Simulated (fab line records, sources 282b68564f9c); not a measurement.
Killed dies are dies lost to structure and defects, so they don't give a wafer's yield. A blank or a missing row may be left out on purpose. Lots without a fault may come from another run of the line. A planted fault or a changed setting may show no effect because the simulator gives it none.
fab line records | flow rit_cmos
record lots=14 wafers=42 last_day=7
route steps=202 shown SPACER@128
lots that met no fault: from a run of the same line without faults
start_h: hours from the record's first day to the start of the lot's first wafer shown | wait_h: hours since the lot's step before | " the same as in the row above | L1.1+2: a row that stands for several wafers | - no value, or no start given | * or withheld: withheld | < > ~ a bound
route shown NAME@n: a module of which the file shows steps, and the number in the route of the first | usual: mean/standard deviation of fault-free wafers | same: alike in all rows | chamber/n: place in a boat | sites: the reading at each site | _std_site: their standard deviation | _edge_site: outer sites' mean less inner sites' | radius_mm: how far each site lies from the wafer's centre | mask NAME#n: copy n | behind: the tool/chamber that last shaped the wafer | hold: why the lot was held/for how many hours/how that ended | device: the transistor (n, p or np) that didn't switch | end of line: the same wafers' tests at the end of the route | a step without rows: its recipe alone | killed: dies lost to structure and defects at the first sort, not the wafer's yield | map: a wafer's dies, x killed, . not, _ none there
set.NAME: the setting as run; set.NAME@STEP: as run at that earlier step | model.NAME: the simulator's own value behind a step, which no gauge read
steps of the route over a sample of lots; a table a step, a row a wafer
services: from which hour (start_h, from the record's first day; less than 0 if before it) a tool's chamber was out of use, for how many hours, and why
## steps
# step RIT_SPACER_CVD_03
# recipe material=Si3N4 target_thk_nm=250 temp_c=810 precursor=SiH2Cl2/NH3 time_s=3300 pressure_mtorr=300 sih2cl2_flow_sccm=60 nh3_flow_sccm=150
# usual nh3_flow_sccm=150.1/0.49 spike_tc_load_C=837.2/1.6 zone_power_load_pct=21.4/1.7
# columns lot.wafer tool chamber start_h wait_h nh3_flow_sccm spike_tc_load_C zone_power_load_pct
L988.2 lpcvd-02 0 49.30 0.0 150.1 835.8 21.5
L988.4 " 0 " " 150.0 835.2 21.4
L988.5 " 0 " " 150.1 835.5 20.8
L989.1 lpcvd-02 0 56.41 0.0 150.6 835.2 21.3
L989.2 " 0 " " 150.7 835.8 21.8
L989.4 " 0 " " 150.1 836.6 21.1
L990.1 lpcvd-02 1 60.63 0.0 149.6 838.8 24.4
L990.2 " 1 " " 149.3 841.6 24.1
L990.4 " 1 " " 149.8 840.1 24.2
L991.1 lpcvd-02 0 65.96 0.0 149.8 834.0 21.4
L991.5 " 0 " " 150.2 837.7 21.3
L991.6 " 0 " " 150.5 835.4 20.8
L992.1 lpcvd-02 0 73.18 0.0 151.4 835.9 21.5
L992.5 " 0 " " 150.9 836.5 21.0
L992.6 " 0 " " 150.3 836.4 21.6
L994.2 lpcvd-01 0 79.44 0.4 150.5 836.3 20.2
L994.3 " 0 " " 150.6 836.6 20.0
L994.5 " 0 " " 150.3 837.7 19.6
L996.1 lpcvd-02 0 88.88 0.0 149.8 835.7 21.2
L996.4 " 0 " " 150.1 835.7 21.4
L996.6 " 0 " " 150.4 836.6 21.1
L997.1 lpcvd-01 0 94.09 1.0 150.5 838.1 20.1
L997.4 " 0 " " 150.1 836.7 20.0
L997.6 " 0 " " 151.0 837.9 20.0
L104.2 lpcvd-01 0 124.70 0.0 150.3 837.5 19.8
L104.3 " 0 " " 149.6 836.5 20.4
L104.6 " 0 " " 150.0 836.9 20.0
L106.1 lpcvd-01 0 138.53 0.1 150.0 838.3 20.1
L106.3 " 0 " " 150.1 836.9 20.0
L106.6 " 0 " " 150.5 835.8 19.9
L108.2 lpcvd-01 1 149.41 0.0 149.2 835.9 19.9
L108.4 " 1 " " 149.2 838.9 19.6
L108.5 " 1 " " 149.9 837.7 19.6
L109.1 lpcvd-02 1 151.57 0.0 149.7 838.9 24.2
L109.2 " 1 " " 150.4 838.3 24.2
L109.4 " 1 " " 150.1 840.5 24.3
L110.2 lpcvd-01 0 155.37 0.0 149.7 836.9 20.1
L110.4 " 0 " " 150.2 837.0 19.8
L110.5 " 0 " " 149.9 836.3 20.2
L111.1 lpcvd-02 0 166.08 0.0 150.1 836.7 21.3
L111.4 " 0 " " 149.5 835.7 21.0
L111.6 " 0 " " 149.3 836.5 21.4
# step RIT_SPACER_THK_MEAS_04
# recipe reads=Si3N4_of_SPACER_CVD_03
# usual SPACER_NITRIDE_THK=249.5/3
# columns lot.wafer tool chamber start_h wait_h SPACER_NITRIDE_THK[nm]
L988.2 film_metro-01 - 51.23 0.0 251.0
L988.4 " - " " 252.3
L988.5 " - " " 251.9
L989.1 film_metro-04 - 58.32 0.0 252.3
L989.2 " - " " 250.7
L989.4 " - " " 251.5
L990.1 film_metro-04 - 62.55 0.0 246.7
L990.2 " - " " 250.4
L990.4 " - " " 249.5
L991.1 film_metro-03 - 67.87 0.0 249.4
L991.5 " - " " 249.3
L991.6 " - " " 250.1
L992.1 film_metro-03 - 75.09 0.0 169.7
L992.5 " - " " 171.4
L992.6 " - " " 172.5
L994.2 film_metro-04 - 81.37 0.0 249.9
L994.3 " - " " 252.1
L994.5 " - " " 248.3
L996.1 film_metro-03 - 90.80 0.0 170.0
L996.4 " - " " 168.6
L996.6 " - " " 167.8
L997.1 film_metro-01 - 96.00 0.0 250.5
L997.4 " - " " 249.6
L997.6 " - " " 248.6
L104.2 film_metro-01 - 126.63 0.0 249.7
L104.3 " - " " 249.8
L104.6 " - " " 247.3
L106.1 film_metro-01 - 140.45 0.0 246.1
L106.3 " - " " 244.2
L106.6 " - " " 245.8
L108.2 film_metro-04 - 151.33 0.0 244.6
L108.4 " - " " 246.5
L108.5 " - " " 245.6
L109.1 film_metro-03 - 153.49 0.0 251.7
L109.2 " - " " 253.8
L109.4 " - " " 253.3
L110.2 film_metro-03 - 157.30 0.0 248.4
L110.4 " - " " 247.7
L110.5 " - " " 248.8
L111.1 film_metro-04 - 168.00 0.0 251.1
L111.4 " - " " 251.3
L111.6 " - " " 252.4
# step RIT_SPACER_ETCHBACK_05
# recipe target_depth_a=2500 SF6_flow_sccm=30 CHF3_flow_sccm=30 target=Si3N4 chemistry=SF6/CHF3 pressure_mtorr=40 rf_w=250 time_s=240 stop_on=SiO2
# usual chamber_pressure_mTorr=40.00/0.035 drypump_motor_current_A=5.5/0.43 oes_product_au=0.841/0.014 throttle_valve_pct=10.22/0.15
# columns lot.wafer tool chamber start_h wait_h chamber_pressure_mTorr drypump_motor_current_A oes_product_au rf_hours_counter_h throttle_valve_pct
L988.2 rie_diel-03 0 51.28 0.0 40.02 5.5 0.856 119 10.02
L988.4 " 3 " " 40.02 5.8 0.853 126 10.19
L988.5 " 0 " " 40.01 5.6 0.860 - 10.01
L989.1 rie_diel-03 1 58.38 0.1 39.93 5.5 0.854 32 10.37
L989.2 " 0 " " 39.99 5.5 0.863 119 10.02
L989.4 " 2 " " 40.02 4.8 0.838 7 10.18
L990.1 rie_diel-01 3 62.61 0.1 40.00 4.9 0.845 125 10.32
L990.2 " 1 " " 40.06 5.7 0.826 14 10.34
L990.4 " 2 " " 39.97 6.5 0.842 139 10.42
L991.1 rie_diel-03 1 67.93 0.1 40.02 5.5 0.847 33 10.34
L991.5 " 2 " " 40.01 4.9 0.820 - 10.17
L991.6 " 1 " " 40.03 5.5 0.843 - 10.36
L992.1 rie_diel-03 0 75.15 0.1 40.04 5.6 0.661 119 9.94
L992.5 " 0 " " 39.98 5.6 0.663 - 9.96
L992.6 " 3 " " 40.02 5.8 0.653 - 10.13
L994.2 rie_diel-01 1 81.42 0.0 40.04 5.6 0.837 14 10.35
L994.3 " 2 " " 39.97 6.5 0.843 139 10.41
L994.5 " 0 " " 40.04 6.0 0.867 - 10.15
L996.1 rie_diel-04 3 90.86 0.1 39.98 5.6 0.634 6 9.89
L996.4 " 1 " " 39.97 5.8 0.634 5 10.15
L996.6 " 3 " " 40.02 5.6 0.633 - 9.88
L997.1 rie_diel-01 1 96.06 0.1 39.96 5.6 0.837 15 10.35
L997.4 " 2 " " 40.05 6.5 0.847 139 10.40
L997.6 " 2 " " 40.03 6.6 0.838 - 10.42
L104.2 rie_diel-03 3 126.68 0.0 39.96 5.8 0.843 128 10.20
L104.3 " 0 " " 40.09 5.6 0.855 120 10.03
L104.6 " 2 " " 39.94 4.9 0.822 - 10.17
L106.1 rie_diel-03 0 140.51 0.1 40.00 5.6 0.849 121 10.02
L106.3 " 2 " " 40.05 4.9 0.807 9 10.15
L106.6 " 1 " " 40.01 5.5 0.830 - 10.35
L108.2 rie_diel-04 1 151.38 0.0 40.01 5.8 0.815 6 10.21
L108.4 " 3 " " 39.98 5.6 0.816 7 9.94
L108.5 " 3 " " 39.97 5.6 0.813 - 9.97
L109.1 rie_diel-03 2 153.55 0.1 39.92 4.8 0.839 9 10.19
L109.2 " 1 " " 39.98 5.5 0.860 35 10.35
L109.4 " 0 " " 40.06 5.6 0.869 121 10.01
L110.2 rie_diel-04 3 157.35 0.0 39.99 5.6 0.821 8 9.94
L110.4 " 0 " " 39.99 5.5 0.836 - 10.47
L110.5 " 1 " " 40.00 5.8 0.819 - 10.22
L111.1 rie_diel-03 0 168.06 0.1 39.99 5.5 0.855 121 10.02
L111.4 " 2 " " 40.02 4.9 0.826 - 10.17
L111.6 " 0 " " 39.97 5.6 0.867 - 10.02
## services
# columns tool chamber start_h hours kind
rie_diel-01 2 37.82 1.4 repair
rie_diel-04 3 86.84 2.3 repair
rie_diel-04 0 125.20 9.8 repair
lpcvd-02 - 125.28 0.9 repair
rie_diel-04 - 128.07 13.8 repair
rie_diel-04 3 129.12 3.5 repair
rie_diel-03 3 131.54 16.4 repair
rie_diel-01 - 145.81 0.7 repair
rie_diel-03 2 157.16 2.7 repair
rie_diel-04 2 157.16 4.5 repair
rie_diel-03 3 160.37 17.6 repair
## key
first_sign step=RIT_SPACER_THK_MEAS_04 reading=SPACER_NITRIDE_THK direction=down sigmas=27 usual=249.5 struck=170.0
effect step=RIT_SPACER_ETCHBACK_05 reading=oes_product_au direction=down sigmas=14 usual=0.841 struck=0.646
met_at RIT_SPACER_CVD_03
struck_lots L992,L996
struck_wafers L992.1,L992.5,L992.6,L996.1,L996.4,L996.6
sort_left_out L992.1,L992.5,L992.6,L996.1,L996.4,L996.6
tester_left_out L992,L996
fault kind=process_parameter_drift tool=lpcvd-02 chamber=0 onset_h=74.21 steps=RIT_SPACER_CVD_03 channel=target_thk_nm offset=-76.208 shape=step end_h=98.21 acts_in=these_recipes_only stated=250
# tester_left_out: of these lots the tester's yield and bins aren't shown, on N5 and GAA mostly nor the transistor test; their killed dies are dies lost to structure and defects alone, not to doping, threshold or leakage, so they don't give the yield
# sort_left_out: the simulated sort isn't trusted on such a fault, so these wafers' sort isn't shown, and their yield isn't known
